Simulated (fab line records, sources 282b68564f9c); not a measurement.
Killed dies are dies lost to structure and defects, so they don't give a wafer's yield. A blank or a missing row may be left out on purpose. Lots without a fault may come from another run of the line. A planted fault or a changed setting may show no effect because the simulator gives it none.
Split-lot experiment | flow rit_cmos | 5 lots, 23 wafers read, on a route of 202 steps

THE SPLIT
At RIT_PLDD_SOFTBAKE_02 (time 60 s), the setting temp_c was moved away from the recipe's 90 C on 11 of the 23 wafers read, by -3.4% to +4.1%. The other wafers ran this setting at the recipe's value.

FROM THE SPLIT TO THE READING: what the file shows between them, 2 steps
- RIT_PLDD_EXPOSE_03: exposes mask M8, target cd 40900 nm
- RIT_PLDD_PEB_04

THE READING
NOVOLAK_of_PLDD_COAT_01.thk_nm (the simulator's own value, which no gauge read), in nm, at RIT_PLDD_DEVELOP_05 (develop time 50 s). The file gives no usual value for it. The 12 wafers here that ran the recipe average 1000.8 nm, standard deviation 3.1 nm.

wafer  | tool, chamber at the split | temp_c as run, C | against the recipe | NOVOLAK_of_PLDD_COAT_01.thk_nm, nm | against lot-mates on the recipe
L076.1 | litho_track-02, 0          | 93.44            | +3.8%              | 996                                | -8.3
L076.3 | litho_track-02, 0          | 90               | recipe             | 1004                               | -
L076.4 | litho_track-02, 0          | 90               | recipe             | 1004                               | -
L076.5 | litho_track-02, 0          | 93.44            | +3.8%              | 994.4                              | -9.9
L076.6 | litho_track-02, 0          | 90               | recipe             | 1005                               | -
L078.1 | litho_track-01, 0          | 91.17            | +1.3%              | 1001                               | -2.0
L078.2 | litho_track-01, 0          | 91.17            | +1.3%              | 998.5                              | -4.5
L078.3 | litho_track-01, 0          | 90               | recipe             | 1005                               | -
L078.5 | litho_track-01, 0          | 91.17            | +1.3%              | 998.7                              | -4.3
L078.6 | litho_track-01, 0          | 90               | recipe             | 1001                               | -
L079.1 | litho_track-02, 0          | 90               | recipe             | 999.4                              | -
L079.2 | litho_track-02, 0          | 86.95            | -3.4%              | 1009                               | +8.3
L079.3 | litho_track-02, 0          | 86.95            | -3.4%              | 1010                               | +9.3
L079.4 | litho_track-02, 0          | 86.95            | -3.4%              | 1010                               | +9.3
L079.5 | litho_track-02, 0          | 90               | recipe             | 1002                               | -
L082.3 | litho_track-01, 0          | 90               | recipe             | 999.1                              | -
L082.5 | litho_track-01, 0          | 90               | recipe             | 999.1                              | -
L082.6 | litho_track-01, 0          | 90               | recipe             | 995.9                              | -
L084.2 | litho_track-01, 0          | 90               | recipe             | 996.6                              | -
L084.3 | litho_track-01, 0          | 90               | recipe             | 998.3                              | -
L084.4 | litho_track-01, 0          | 93.67            | +4.1%              | 985.9                              | -11.6
L084.5 | litho_track-01, 0          | 93.67            | +4.1%              | 987.2                              | -10.2
L084.6 | litho_track-01, 0          | 93.67            | +4.1%              | 986.4                              | -11.1

THE FIT
A straight line over all 23 wafers: NOVOLAK_of_PLDD_COAT_01.thk_nm changes by -2.66 nm for each +1% of temp_c; r = -0.89; the points scatter about the line by 3.2 nm.
The same after taking each lot's own level away (the mean of its wafers on the recipe; 23 wafers): -2.61 nm for each +1%; r = -0.98; scatter 1.2 nm.
On that fit, the largest move of temp_c shifts the reading by 11 nm.
The lots' own levels span 997.45 to 1004.33 nm, that is 2.2 times the standard deviation above.
So the lot-to-lot level changes the slope little: the two slopes agree.
Check: with one of the wafers moved furthest among these (+4.1%) left out of the fit, the line predicts -10.4 nm for it against its lot-mates. It came out at -11.6 nm against them.

OTHER SPLITS ON THESE WAFERS
These wafers also went through other splits before the reading. Each is held against what the fit with the lots' levels taken away leaves over:
other split on the same wafers   | wafers away from the commonest value | r with NOVOLAK_of_PLDD_COAT_01.thk_nm (lot level and that fit taken away)
RIT_ACTIVE_CVD_03 temp_c         | 10                                   | +0.06
RIT_ACTIVE_DEVELOP_10 dev_temp_c | 10                                   | -0.03
RIT_FOX2_OXIDATION_00 ox_time_s  | 18                                   | -0.11
RIT_PWELL_IMPLANT_08 energy_kev  | 11                                   | -0.28
RIT_NRETRO_COAT_01 resist_thk_nm | 7                                    | -0.25
RIT_PRETRO_COAT_01 spin_rpm      | 8                                    | -0.30
RIT_PRETRO_IMPLANT_08 energy_kev | 8                                    | -0.10
RIT_GATE_CLEAN_04 time_s         | 15                                   | -0.02
RIT_GATE_EXPOSE_13 dose_mj       | 12                                   | +0.25
RIT_NLDD_COAT_01 spin_rpm        | 6                                    | +0.03

THE FILE'S OWN FIT
NOVOLAK_of_PLDD_COAT_01.thk_nm changes by -2.6 nm for each +1% of temp_c, r = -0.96.
